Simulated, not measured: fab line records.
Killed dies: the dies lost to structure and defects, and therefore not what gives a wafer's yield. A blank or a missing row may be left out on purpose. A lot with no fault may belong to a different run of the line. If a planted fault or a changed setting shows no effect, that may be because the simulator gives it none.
fab line records	flow rit-cmos
record lots=6	wafers=18	last-day=7
route steps=202 shown CONTACT@172 M1@184
lots untouched by any fault: they come from a run of this same line in which no faults occurred
start-h: hours from the record's opening day to when the first of the lot's shown wafers began	wait-h: hours since the lot's step before	" the same as in the row above	L1.1+2: several wafers, shown together as one row	- no value, or no start was given	* or withheld: withheld	< > ~ a bound
route shown NAME@n: names a module that has steps shown in the file, with the first one's number in the route	usual: the fault-free wafers' mean and standard deviation	same: alike in all rows	chamber/n: place in a boat	sites: readings site by site	_std_site: the values' standard deviation	_edge_site: the outer-site mean with the inner-site mean subtracted	radius-mm: for every site, how far away it sits from the centre of the wafer	mask NAME#n: copy n	behind: the tool/chamber that last shaped the wafer	hold: reason for holding the lot/hours on hold/outcome of the hold	device: names the non-switching transistor (n, p or np)	end of line: at the end of the route, the tests of the same wafers	a step given without rows: its recipe and nothing more	killed: dies lost to structure and defects at the first sort, not the wafer's yield	map: per-die view of a wafer (x killed, . not killed, _ where there is no die)
set.NAME: the setting as run; set.NAME@STEP: as run at that earlier step	model.NAME: the simulator's own value behind a step, which no gauge read
certain route steps with their lots: each step a table, each wafer a row
services: from which hour (start-h, from the record's first day; less than 0 if before it) a tool's chamber was out of use, for how many hours, and why
## steps
# step RIT_CONTACT_SOFTBAKE_04
# recipe resist=NOVOLAK	temp-c=90	time-s=60
# step RIT_CONTACT_EXPOSE_05
# recipe mask-id=M11	na=0.6	source-shape=conventional	sigma-outer=0.5	target-cd-nm=1000	dose-mj=250
# step RIT_CONTACT_PEB_06
# recipe resist=NOVOLAK	temp-c=withheld	time-s=withheld
# step RIT_CONTACT_DEVELOP_07
# recipe resist=NOVOLAK	develop-time-s=120	dev-temp-c=23
# step RIT_CONTACT_CD_MEAS_08
# recipe target-cd-nm=1000
# usual cd-nm=1000.1/2.7
lot.wafer	tool	chamber	start-h	wait-h	cd-nm
L916.3	cd-sem-02	-	80.22	-	1003.4
L916.4	"	-	"	"	1003.8
L916.5	"	-	"	"	1006.1
L918.2	cd-sem-02	-	93.00	-	1000.8
L918.4	"	-	"	"	1000.2
L918.5	"	-	"	"	1000.5
L922.2	cd-sem-01	-	113.80	-	1001.6
L922.4	"	-	"	"	1002.1
L922.6	"	-	"	"	1002.8
L926.3	cd-sem-01	-	127.95	-	999.3
L926.4	"	-	"	"	1000.6
L926.6	"	-	"	"	998.0
L930.1	cd-sem-01	-	151.24	-	997.7
L930.5	"	-	"	"	999.1
L930.6	"	-	"	"	1001.4
L932.1	cd-sem-01	-	164.42	-	1003.9
L932.3	"	-	"	"	1004.2
L932.4	"	-	"	"	1004.2
# step RIT_CONTACT_OVL_MEAS_09
# usual CONTACT_OVL=0.1/1.8
lot.wafer	tool	chamber	start-h	wait-h	CONTACT_OVL[nm]
L916.3	overlay-01	-	80.31	0.1	3.6
L916.4	"	-	"	"	3.0
L916.5	"	-	"	"	5.2
L918.2	overlay-01	-	93.11	0.1	2.3
L918.4	"	-	"	"	2.0
L918.5	"	-	"	"	2.5
L922.2	overlay-02	-	113.91	0.1	-0.5
L922.4	"	-	"	"	-0.5
L922.6	"	-	"	"	-1.2
L926.3	overlay-02	-	128.04	0.1	-2.6
L926.4	"	-	"	"	-0.6
L926.6	"	-	"	"	-2.2
L930.1	overlay-01	-	151.36	0.1	3.6
L930.5	"	-	"	"	2.7
L930.6	"	-	"	"	3.9
L932.1	overlay-01	-	164.54	0.1	3.7
L932.3	"	-	"	"	0.5
L932.4	"	-	"	"	0.5
# step RIT_CONTACT_HARDBAKE_10
# recipe resist=NOVOLAK	temp-c=140	time-s=60
# step RIT_CONTACT_ETCH_11
# recipe target-depth-a=4800	over-etch-frac=0.2	stop-on=TiSi2	chemistry=CHF3/CF4/Ar	target=SiO2	CHF3_flow_sccm=50	cf4-flow-sccm=10	Ar_flow_sccm=100	O2_flow_sccm=5	pressure-mtorr=100	rf-w=200	time-s=320
# usual O2_flow_sccm=5.001/0.016	drypump-motor-current-A=5.8/0.33	oes-product-au=0.993/0.018	throttle-valve-pct=8.86/0.18
lot.wafer	tool	chamber	start-h	wait-h	O2_flow_sccm	drypump-motor-current-A	oes-product-au	rf-hours-counter-h	throttle-valve-pct
L916.3	rie-diel-03	2	80.49	0.1	4.993	6.3	1.005	1	8.71
L916.4	"	2	"	"	4.994	6.4	1.002	-	8.73
L916.5	"	0	"	"	5.012	5.3	1.009	-	8.72
L918.2	rie-diel-02	3	93.29	0.1	5.005	5.8	0.961	95	9.04
L918.4	"	2	"	"	5.002	5.8	0.984	63	8.80
L918.5	"	2	"	"	5.008	5.7	0.988	-	8.81
L922.2	rie-diel-03	1	114.09	0.1	4.975	5.7	1.018	105	8.72
L922.4	"	2	"	"	4.990	6.3	1.013	2	8.71
L922.6	"	2	"	"	4.993	6.3	1.004	-	8.72
L926.3	rie-diel-02	3	128.21	0.1	5.028	5.7	0.963	96	9.04
L926.4	"	1	"	"	4.997	6.0	0.976	22	8.57
L926.6	"	2	"	"	5.029	5.7	0.991	-	8.81
L930.1	rie-diel-01	0	151.54	0.1	5.010	5.7	0.971	41	9.14
L930.5	"	1	"	"	5.006	5.5	1.013	-	8.90
L930.6	"	2	"	"	5.016	6.0	1.004	-	8.84
L932.1	rie-diel-01	3	164.72	0.1	5.026	5.3	1.017	24	9.15
L932.3	"	0	"	"	5.017	5.7	0.959	41	9.15
L932.4	"	2	"	"	5.011	6.1	1.008	143	8.84
# step RIT_CONTACT_STRIP_12
# recipe chemistry=O2	time-s=180	resist=NOVOLAK	platen-temp-c=withheld	power-w=500	pressure-mtorr=4000	o2-flow-sccm=4000
# usual drypump-motor-current-A=5.6/0.36
lot.wafer	tool	chamber	start-h	wait-h	drypump-motor-current-A	rf-hours-counter-h
L916.3	plasma-asher-03	1	80.74	0.2	5.5	-
L916.4	"	0	"	"	5.1	-
L916.5	"	1	"	"	5.5	-
L918.2	plasma-asher-03	1	93.48	0.1	5.5	45
L918.4	"	1	"	"	5.5	-
L918.5	"	0	"	"	5.1	-
L922.2	plasma-asher-04	0	114.28	0.1	6.1	33
L922.4	"	0	"	"	6.1	-
L922.6	"	1	"	"	5.3	-
L926.3	plasma-asher-01	0	128.47	0.2	5.9	-
L926.4	"	1	"	"	5.8	-
L926.6	"	1	"	"	5.8	-
L930.1	plasma-asher-01	0	151.74	0.1	5.9	4
L930.5	"	1	"	"	5.8	-
L930.6	"	0	"	"	5.9	-
L932.1	plasma-asher-01	0	164.92	0.1	5.9	5
L932.3	"	0	"	"	5.9	-
L932.4	"	1	"	"	5.8	-
# step RIT_CONTACT_CD_MEAS_90
# recipe target-cd-nm=1000
# usual cd-nm=1000.1/2.8
lot.wafer	tool	chamber	start-h	wait-h	cd-nm
L916.3	cd-sem-02	-	80.90	0.1	1002.5
L916.4	"	-	"	"	1003.5
L916.5	"	-	"	"	1005.6
L918.2	cd-sem-01	-	93.68	0.1	1001.2
L918.4	"	-	"	"	1000.4
L918.5	"	-	"	"	1001.1
L922.2	cd-sem-01	-	114.48	0.1	1001.7
L922.4	"	-	"	"	1001.9
L922.6	"	-	"	"	1002.9
L926.3	cd-sem-01	-	128.62	0.1	999.5
L926.4	"	-	"	"	1000.5
L926.6	"	-	"	"	998.0
L930.1	cd-sem-02	-	151.91	0.1	997.6
L930.5	"	-	"	"	999.5
L930.6	"	-	"	"	1001.4
L932.1	cd-sem-02	-	165.09	0.1	1003.5
L932.3	"	-	"	"	1003.8
L932.4	"	-	"	"	1004.5
# step RIT_CONTACT_CLEAN_13
# recipe chemistry=SC1	mix=3:3:50	time-s=600	temp-c=75
# step RIT_CONTACT_CLEAN_14
# recipe chemistry=SC2	mix=3:3:50	time-s=600	temp-c=75	dry=n2-spin
# step RIT_M1_SPUTTER_00
# recipe material=Al	target-thk-nm=400	power-w=2000	chamber-pressure-pa=0.4	gas=Ar	time-s=500	substrate-temp-c=25
# usual chamber-pressure-pa=0.4000/0.00082	throttle-valve-pct=29.5/0.87
lot.wafer	tool	chamber	start-h	wait-h	chamber-pressure-pa	throttle-valve-pct	model.Al_of_M1_SPUTTER_00.thk-nm
L916.3	pvd-sputter-02	-	81.34	0.0	0.4009	29.0	407
L916.4	"	-	"	"	0.3997	31.0	401.5
L916.5	"	-	"	"	0.4004	29.2	403.8
L918.2	pvd-sputter-02	-	94.13	0.0	0.3998	30.8	400.1
L918.4	"	-	"	"	0.3983	29.5	366.2
L918.5	"	-	"	"	0.3996	29.5	403.4
L922.2	pvd-sputter-02	-	114.93	0.0	0.3999	30.9	402.6
L922.4	"	-	"	"	0.3995	29.6	369.8
L922.6	"	-	"	"	0.3984	31.2	402.2
L926.3	pvd-sputter-03	-	129.05	0.0	0.3991	29.1	406
L926.4	"	-	"	"	0.4002	29.9	411
L926.6	"	-	"	"	0.4001	29.5	407.7
L930.1	pvd-sputter-04	-	152.38	0.0	0.3997	29.0	406.6
L930.5	"	-	"	"	0.3989	29.8	400.7
L930.6	"	-	"	"	0.4011	30.2	400.2
L932.1	pvd-sputter-04	-	165.56	0.0	0.4012	29.8	394.1
L932.3	"	-	"	"	0.3995	29.6	391.2
L932.4	"	-	"	"	0.3984	27.5	391.6
# step RIT_M1_RS_MEAS_01
# recipe thk-meas-gauge=four-point-probe	reads=Al_of_M1_SPUTTER_00
# usual M1_AL_RS=0.0733/0.00083
lot.wafer	tool	chamber	start-h	wait-h	M1_AL_RS[ohm/sq]
L916.3	film-metro-04	-	81.68	0.2	0.0721
L916.4	"	-	"	"	0.0732
L916.5	"	-	"	"	0.0729
L918.2	film-metro-02	-	94.44	0.2	0.0732
L918.4	"	-	"	"	0.0802
L918.5	"	-	"	"	0.0726
L922.2	film-metro-02	-	115.24	0.2	0.0728
L922.4	"	-	"	"	0.0794
L922.6	"	-	"	"	0.0729
L926.3	film-metro-02	-	129.39	0.2	0.0723
L926.4	"	-	"	"	0.0714
L926.6	"	-	"	"	0.0718
L930.1	film-metro-04	-	152.68	0.1	0.0724
L930.5	"	-	"	"	0.0734
L930.6	"	-	"	"	0.0735
L932.1	film-metro-02	-	165.86	0.1	0.0745
L932.3	"	-	"	"	0.0749
L932.4	"	-	"	"	0.0748
# step RIT_M1_THK_MEAS_02
# recipe thk-meas-gauge=xrf	reads=Al_of_M1_SPUTTER_00
# usual M1_AL_THK=398/4.5
lot.wafer	tool	chamber	start-h	wait-h	M1_AL_THK[nm]
L916.3	film-metro-04	-	81.78	0.1	406
L916.4	"	-	"	"	399
L916.5	"	-	"	"	401
L918.2	film-metro-02	-	94.55	0.1	399
L918.4	"	-	"	"	365
L918.5	"	-	"	"	401
L922.2	film-metro-02	-	115.35	0.1	403
L922.4	"	-	"	"	367
L922.6	"	-	"	"	403
L926.3	film-metro-02	-	129.49	0.1	404
L926.4	"	-	"	"	410
L926.6	"	-	"	"	405
L930.1	film-metro-04	-	152.80	0.1	402
L930.5	"	-	"	"	395
L930.6	"	-	"	"	396
L932.1	film-metro-02	-	165.98	0.1	393
L932.3	"	-	"	"	391
L932.4	"	-	"	"	392
# step RIT_M1_HMDS_03
# recipe prime-time-s=60	prime-temp-c=140
# step RIT_M1_COAT_04
# recipe resist=NOVOLAK	spin-rpm=2000	resist-thk-nm=1300
# step RIT_M1_SOFTBAKE_05
# recipe resist=NOVOLAK	temp-c=90	time-s=60
# step RIT_M1_EXPOSE_06
# recipe mask-id=M12	na=0.6	source-shape=conventional	sigma-outer=0.5	target-cd-nm=2600	dose-mj=250
# step RIT_M1_PEB_07
# recipe resist=NOVOLAK	temp-c=withheld	time-s=withheld
# step RIT_M1_DEVELOP_08
# recipe resist=NOVOLAK	develop-time-s=68	dev-temp-c=23
# step RIT_M1_CD_MEAS_09
# recipe target-cd-nm=2600
# usual cd-nm=2600.4/2
lot.wafer	tool	chamber	start-h	wait-h	cd-nm
L916.3	cd-sem-01	-	82.95	-	2601.8
L916.4	"	-	"	"	2600.6
L916.5	"	-	"	"	2601.8
L918.2	cd-sem-01	-	95.58	-	2602.9
L918.4	"	-	"	"	2599.5
L918.5	"	-	"	"	2601.6
L922.2	cd-sem-01	-	116.30	-	2603.7
L922.4	"	-	"	"	2602.4
L922.6	"	-	"	"	2602.0
L926.3	cd-sem-01	-	130.57	-	2600.2
L926.4	"	-	"	"	2600.8
L926.6	"	-	"	"	2599.3
L930.1	cd-sem-02	-	153.86	-	2602.5
L930.5	"	-	"	"	2600.0
L930.6	"	-	"	"	2602.1
L932.1	cd-sem-01	-	166.92	-	2598.6
L932.3	"	-	"	"	2600.1
L932.4	"	-	"	"	2599.1
# step RIT_M1_OVL_MEAS_10
# usual M1_OVL=0.4/1.4
lot.wafer	tool	chamber	start-h	wait-h	M1_OVL[nm]
L916.3	overlay-01	-	83.04	0.1	2.0
L916.4	"	-	"	"	1.4
L916.5	"	-	"	"	1.2
L918.2	overlay-02	-	95.69	0.1	0.9
L918.4	"	-	"	"	1.7
L918.5	"	-	"	"	0.0
L922.2	overlay-01	-	116.41	0.1	1.0
L922.4	"	-	"	"	1.4
L922.6	"	-	"	"	-0.3
L926.3	overlay-02	-	130.66	0.1	-1.5
L926.4	"	-	"	"	-2.2
L926.6	"	-	"	"	-0.9
L930.1	overlay-01	-	153.98	0.1	1.3
L930.5	"	-	"	"	0.2
L930.6	"	-	"	"	-0.9
L932.1	overlay-02	-	167.04	0.1	-0.7
L932.3	"	-	"	"	1.4
L932.4	"	-	"	"	-1.0
# step RIT_M1_HARDBAKE_11
# recipe resist=NOVOLAK	temp-c=140	time-s=120
# step RIT_M1_METAL_ETCH_12
# recipe stop-on=SiO2	chemistry=Cl2/BCl3	target=Al	time-s=165	over-etch-frac=0.5	pressure-mtorr=100	target-depth-a=6000	rf-w=250	Cl2_flow_sccm=60	bcl3-flow-sccm=50
# usual drypump-motor-current-A=5.91/0.3	oes-product-au=0.778/0.0078	throttle-valve-pct=8.29/0.098
lot.wafer	tool	chamber	start-h	wait-h	drypump-motor-current-A	oes-product-au	rf-hours-counter-h	throttle-valve-pct
L916.3	rie-metal-01	1	83.54	0.2	5.73	0.795	-	8.33
L916.4	"	0	"	"	6.36	0.788	-	8.11
L916.5	"	1	"	"	5.72	0.776	-	8.33
L918.2	rie-metal-03	1	95.97	0.2	6.14	0.762	38	8.34
L918.4	"	1	"	"	6.17	0.736	-	8.33
L918.5	"	1	"	"	6.19	0.772	-	8.34
L922.2	rie-metal-03	1	116.69	0.2	6.14	0.777	38	8.33
L922.4	"	1	"	"	6.20	0.740	-	8.34
L922.6	"	1	"	"	6.18	0.773	-	8.34
L926.3	rie-metal-04	1	131.05	0.2	5.53	0.775	-	8.29
L926.4	"	1	"	"	5.53	0.774	-	8.31
L926.6	"	1	"	"	5.52	0.777	-	8.30
L930.1	rie-metal-04	0	154.33	0.2	5.72	0.776	3	8.41
L930.5	"	0	"	"	5.73	0.770	-	8.41
L930.6	"	1	"	"	5.53	0.767	-	8.31
L932.1	rie-metal-01	1	167.52	0.2	5.73	0.764	5	8.32
L932.3	"	0	"	"	6.35	0.771	-	8.09
L932.4	"	1	"	"	5.75	0.766	-	8.33
# step RIT_M1_STRIP_13
# recipe chemistry=nmp	resist=NOVOLAK	temp-c=80	time-s=600	dry=n2-spin
# step RIT_M1_PROBE_99
# usual defect-limited-yield=97.4/1.2	killed-at-contacts=0.0/0.22	killed-at-front-end=7/3.1	killed-dies=7/3.1	killed-open=3.5/2	killed-short=3.3/2	sort_bin_3_pad_short=0.1/0.19	sort_bin_5_function=1.5/0.87	sort_bin_6_memory=0.9/0.59	sort-n-pass=257/3.1	sort-yield-pct=97.4/1.2
# same gross-dies=264	killed_at_M0_to_M3=0	killed_at_M4_up=0	killed-at-back-side=0	killed-at-other=0
lot.wafer	tool	chamber	start-h	wait-h	defect-limited-yield[%]	killed-at-contacts	killed-at-front-end	killed-dies	killed-open	killed-short	sort_bin_3_pad_short[%]	sort_bin_5_function[%]	sort_bin_6_memory[%]	sort-n-pass	sort-yield-pct[%]	model.etest.m1.rs-ohm-sq
L916.3	prober-01	-	86.49	0.2	99.2	0	2	2	1	1	0	0.8	0	262	99.2	0.07125
L916.4	prober-01	-	86.54	0.2	98.5	0	4	4	2	2	0	0.4	1.1	260	98.5	0.0727
L916.5	prober-01	-	86.59	0.2	98.1	0	5	5	4	1	0	1.5	0.4	259	98.1	0.07189
L918.2	prober-01	-	98.72	0.1	98.5	0	4	4	2	2	0	1.1	0.4	260	98.5	0.07264
L918.4	prober-01	-	98.82	0.2	95.5	0	12	12	5	7	0	3.8	0.8	252	95.5	0.07962
L918.5	prober-01	-	98.87	0.2	97.0	0	8	8	4	4	0	1.9	1.1	256	97.0	0.07174
L922.2	prober-01	-	118.99	0.1	99.6	0	1	1	1	0	0	0	0.4	263	99.6	0.07162
L922.4	prober-01	-	119.09	0.2	96.2	0	10	10	4	6	0.8	1.9	1.1	254	96.2	0.07857
L922.6	prober-01	-	119.19	0.2	94.7	1	13	14	9	5	0.4	2.7	2.3	250	94.7	0.07222
L926.3	prober-01	-	133.45	0.2	95.8	0	11	11	6	5	0	2.7	1.5	253	95.8	0.07193
L926.4	prober-01	-	133.50	0.2	95.5	0	12	12	5	7	0	2.3	2.3	252	95.5	0.07145
L926.6	prober-01	-	133.60	0.2	96.6	0	9	9	4	5	0	2.3	1.1	255	96.6	0.0713
L930.1	prober-01	-	156.59	0.1	98.9	0	3	3	1	2	0	0.4	0.8	261	98.9	0.07109
L930.5	prober-01	-	156.79	0.2	98.5	0	4	4	1	3	0	1.1	0.4	260	98.5	0.07199
L930.6	prober-01	-	156.84	0.2	97.7	0	6	6	4	2	0	1.5	0.8	258	97.7	0.07175
L932.1	prober-01	-	169.77	0.1	97.3	0	7	7	5	2	0	1.1	1.5	257	97.3	0.07352
L932.3	prober-01	-	169.87	0.2	97.7	0	6	6	4	2	0	1.1	1.1	258	97.7	0.07389
L932.4	prober-01	-	169.92	0.2	95.8	0	11	11	9	2	0	3.0	1.1	253	95.8	0.07397
# killed by level:class
L916.3 GATE:geometric-particle:open=1 REOX:geometric-particle:short=1
L916.4 GATE:geometric-particle:short=1 GATE:geometric-particle:open=1 REOX:geometric-particle:open=1 REOX:geometric-particle:short=1
L916.5 GATE:geometric-particle:open=2 GATE:geometric-particle:short=1 REOX:geometric-particle:open=1 SILICIDE:geometric-particle:open=1
L918.2 GATE:geometric-particle:short=1 SPACER:geometric-particle:short=1 SPACER:geometric-particle:open=1 SILICIDE:geometric-particle:open=1
L918.4 SILICIDE:geometric-particle:short=4 SPACER:geometric-particle:short=2 SPACER:geometric-particle:open=2 GATE:geometric-particle:short=1 GATE:geometric-particle:open=1 REOX:geometric-particle:open=1 SILICIDE:geometric-particle:open=1
L918.5 GATE:geometric-particle:open=2 GATE:geometric-particle:short=2 FOX2:geometric-particle:short=1 SPACER:geometric-particle:short=1 SPACER:geometric-particle:open=1 SILICIDE:geometric-particle:open=1
L922.2 REOX:geometric-particle:open=1
L922.4 REOX:geometric-particle:short=2 SILICIDE:geometric-particle:short=2 FOX1:geometric-particle:short=1 FOX1:geometric-particle:open=1 FOX2:geometric-particle:short=1 GATE:geometric-particle:open=1 REOX:geometric-particle:open=1 SILICIDE:geometric-particle:open=1
L922.6 GATE:geometric-particle:open=3 SILICIDE:geometric-particle:open=3 GATE:geometric-particle:short=2 REOX:geometric-particle:open=2 FOX1:geometric-particle:short=1 FOX2:geometric-particle:open=1 REOX:geometric-particle:short=1 CONTACT:geometric-particle:short=1
L926.3 GATE:geometric-particle:short=4 GATE:geometric-particle:open=3 FOX1:geometric-particle:open=2 FOX2:geometric-particle:short=1 FOX2:geometric-particle:open=1
L926.4 GATE:geometric-particle:short=4 GATE:geometric-particle:open=3 FOX1:geometric-particle:short=1 FOX2:geometric-particle:short=1 SPACER:geometric-particle:open=1 SILICIDE:geometric-particle:open=1 SILICIDE:geometric-particle:short=1
L926.6 GATE:geometric-particle:short=2 SILICIDE:geometric-particle:open=2 SILICIDE:geometric-particle:short=2 FOX2:geometric-particle:open=1 REOX:geometric-particle:open=1 SPACER:geometric-particle:short=1
L930.1 SILICIDE:geometric-particle:short=2 REOX:geometric-particle:open=1
L930.5 GATE:geometric-particle:short=2 GATE:geometric-particle:open=1 REOX:geometric-particle:short=1
L930.6 GATE:geometric-particle:short=2 FOX1:geometric-particle:open=1 GATE:geometric-particle:open=1 SPACER:geometric-particle:open=1 SILICIDE:geometric-particle:open=1
L932.1 GATE:geometric-particle:open=3 GATE:geometric-particle:short=2 SPACER:geometric-particle:open=2
L932.3 FOX1:geometric-particle:open=2 GATE:geometric-particle:short=2 GATE:geometric-particle:open=1 SILICIDE:geometric-particle:open=1
L932.4 SILICIDE:geometric-particle:open=4 GATE:geometric-particle:open=2 FOX1:geometric-particle:open=1 FOX2:geometric-particle:open=1 GATE:geometric-particle:short=1 REOX:geometric-particle:short=1 SPACER:geometric-particle:open=1
## services
tool	chamber	start-h	hours	kind
rie-diel-01	1	57.85	2.4	repair
pvd-sputter-04	-	58.27	0.9	repair
rie-diel-03	1	65.27	17.5	repair
rie-metal-03	-	71.20	0.5	repair
pvd-sputter-03	-	72.28	2.0	repair
rie-diel-01	2	78.85	6.7	repair
plasma-asher-01	-	81.88	3.2	repair
rie-diel-03	-	85.17	14.6	pm
rie-metal-03	-	88.74	0.2	repair
rie-metal-03	-	101.69	14.6	pm
plasma-asher-01	-	108.75	9.0	pm
plasma-asher-01	0	108.75	9.0	vent-cycle
plasma-asher-01	-	110.76	0.7	repair
pvd-sputter-03	-	114.87	4.6	repair
rie-metal-03	-	117.65	2.8	pm
rie-diel-01	2	117.91	7.0	repair
rie-diel-03	3	120.34	23.2	repair
rie-diel-01	-	129.66	14.6	pm
rie-metal-04	0	130.00	3.6	repair
rie-metal-03	-	136.12	20.0	pm
rie-diel-03	0	139.10	2.5	repair
rie-diel-03	2	143.09	24.3	repair
rie-metal-04	-	152.89	1.4	pm
pvd-sputter-03	-	157.99	2.9	repair
## key
first-sign step=RIT_M1_RS_MEAS_01	reading=M1_AL_RS	direction=up	sigmas=7.8	usual=0.0733	struck=0.0798
effect step=RIT_M1_THK_MEAS_02	reading=M1_AL_THK	direction=down	sigmas=7.1	usual=398	struck=366
effect step=RIT_M1_METAL_ETCH_12	reading=oes-product-au	direction=down	sigmas=5.1	usual=0.778	struck=0.738
model-effect step=RIT_M1_SPUTTER_00	value=Al_of_M1_SPUTTER_00.thk-nm	without=400.9	struck=368
model-effect step=RIT_M1_PROBE_99	value=etest.m1.rs-ohm-sq	without=0.07262	struck=0.07909
met-at RIT_M1_SPUTTER_00
struck-wafers L918.4,L922.4
fault kind=process-parameter-drift	tool=pvd-sputter-02	chamber=-	onset-h=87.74	steps=RIT_M1_SPUTTER_00	channel=target-thk-nm	offset=-32.945	shape=step	end-h=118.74	stated=400	scope=struck-wafers-only
